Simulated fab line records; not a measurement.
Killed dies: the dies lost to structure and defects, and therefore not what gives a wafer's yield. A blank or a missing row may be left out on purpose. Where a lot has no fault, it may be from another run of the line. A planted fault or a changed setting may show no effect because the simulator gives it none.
Struck lot and sound lot, side by side || flow ritCmos || 17 out of 202 route steps
Sound: these wafers, L243.2, L243.3, L243.5. The struck wafers were L248.2, L248.4, L248.6. The cause comes at the end.
Per side, at each step with rows, come the tool, then ch with its chambers, and then its first start. Under that, the readings that differ: sound wafers || struck wafers || difference of the means || sigmas: that difference in standard deviations of wafers without a fault.
alike: a reading whose means differ by less than 2 such deviations, as well as words and numbers matching on both sides. not compared: withheld readings; readings where some wafer has no value; bounds like >300 that might hide an equal value; numbers whose values overlap and for which the record gives no deviation.
The two part at a step that has a row with sigmas, a row that says differs or no value, or rows on one side only. Numbers that have no deviation but don't overlap get no sigmas and don't part them. A reading missing from all wafers of one side parts the sides only when that side holds two or more wafers.

RIT_NWELL_TW_MEAS_10:
  sound on filmMetro-03, day 2 17:32; struck on filmMetro-03, day 3 17:56
{"reading": "NWELL_TW", "sound": "2138 2131 2128", "struck": "2157 2159 2161", "difference": "+27", "sigmas": "+2"}
then, 6 steps without rows for these wafers: RIT_PWELL_HMDS_00 (prime time 60 s); RIT_PWELL_COAT_01 (resist thk 1300 nm); RIT_PWELL_SOFTBAKE_02 (time 60 s); RIT_PWELL_EXPOSE_03 (exposes mask M3, target cd 43700 nm); RIT_PWELL_PEB_04; RIT_PWELL_DEVELOP_05 (develop time 68 s).
RIT_PWELL_OVL_MEAS_06:
  sound on overlay-02, day 2 18:55; struck on overlay-01, day 3 18:52
  alike: PWELL_OVL
then, 2 steps without rows for these wafers: RIT_PWELL_HARDBAKE_07 (time 120 s); RIT_PWELL_IMPLANT_08.
RIT_PWELL_STRIP_09: strips in O2, time 180 s.
  sound on plasmaAsher-02 ch 0, day 2 19:20; struck on plasmaAsher-03 ch 0,1, day 3 19:18
  alike: drypumpMotorCurrentA
  not compared: rfHoursCounterH
RIT_PWELL_TW_MEAS_10:
  sound on filmMetro-03, day 2 19:31; struck on filmMetro-04, day 3 19:29
  alike: PWELL_TW
RIT_WELLDRIVE_ANNEAL_00: time 14700 s.
  sound on furnace-01 ch 0, day 2 19:34; struck on furnace-01 ch 0, day 3 20:08
{"reading": "runLengthS (s)", "sound": "18263 18263 18263", "struck": "15321 15321 15321", "difference": -2942, "sigmas": "-99 or more"}
  alike: spikeTcSourceC, zonePowerCentrePct
RIT_WELLDRIVE_RS_MEAS_01: the measuring method here is four-point-probe.
  sound on filmMetro-04, day 3 00:41; struck on filmMetro-04, day 4 01:14
{"reading": "NWELL_RS (ohm/sq)", "sound": "279.9 279.2 279.3", "struck": "291.0 290.1 289.0", "difference": "+10.6", "sigmas": "+14"}
RIT_WELLDRIVE_RS_MEAS_02: the measuring method here is four-point-probe.
  sound on filmMetro-04, day 3 00:48; struck on filmMetro-04, day 4 01:21
{"reading": "PWELL_RS (ohm/sq)", "sound": "428.4 428.1 429.7", "struck": "440.2 439.4 440.9", "difference": "+11.4", "sigmas": "+8"}
then, 1 step without rows for these wafers: RIT_NRETRO_HMDS_00 (prime time 60 s).
RIT_M1_PROBE_99:
  sound on prober-01, day 4 05:02; struck on prober-02, day 5 07:05
{"reading": "killed_at_M0_to_M3", "sound": "0 0 0", "struck": "1 0 0", "difference": "+0", "sigmas": "+2"}
{"reading": "model.etest.nwellPinched.rsOhmSq", "sound": "344.1 339.5 344", "struck": "361.7 356.6 359.4", "difference": "+16.7", "sigmas": ""}
{"reading": "model.etest.fieldPMetal.vtV (V)", "sound": "-28.23 -29.03 -28.61", "struck": "-27.5 -27.87 -27.64", "difference": "+1.0", "sigmas": ""}
{"reading": "model.etest.fieldP.vtV (V)", "sound": "-12.8 -12.81 -12.83", "struck": "-11.88 -11.97 -11.92", "difference": "+0.89", "sigmas": ""}
{"reading": "model.etest.diodePplusNwell.bvV (V)", "sound": "6.788 6.734 6.82", "struck": "6.501 6.529 6.521", "difference": -0.264, "sigmas": ""}
{"reading": "model.etest.diodeNplusPwell.bvV (V)", "sound": "5.96 5.949 5.937", "struck": "5.909 5.88 5.888", "difference": -0.056, "sigmas": ""}
  alike: killedAtContacts, killedAtFrontEnd, killedDies, killedOpen, killedShort
  not compared: model.etest.pwellPinched.rsOhmSq, model.etest.pwell.rsOhmSq, model.etest.fieldN.vtV

== WHERE THEY PART ==
Earliest at RIT_NWELL_TW_MEAS_10; latest, in this record, at RIT_M1_PROBE_99.

WHY: what the simulator had put in
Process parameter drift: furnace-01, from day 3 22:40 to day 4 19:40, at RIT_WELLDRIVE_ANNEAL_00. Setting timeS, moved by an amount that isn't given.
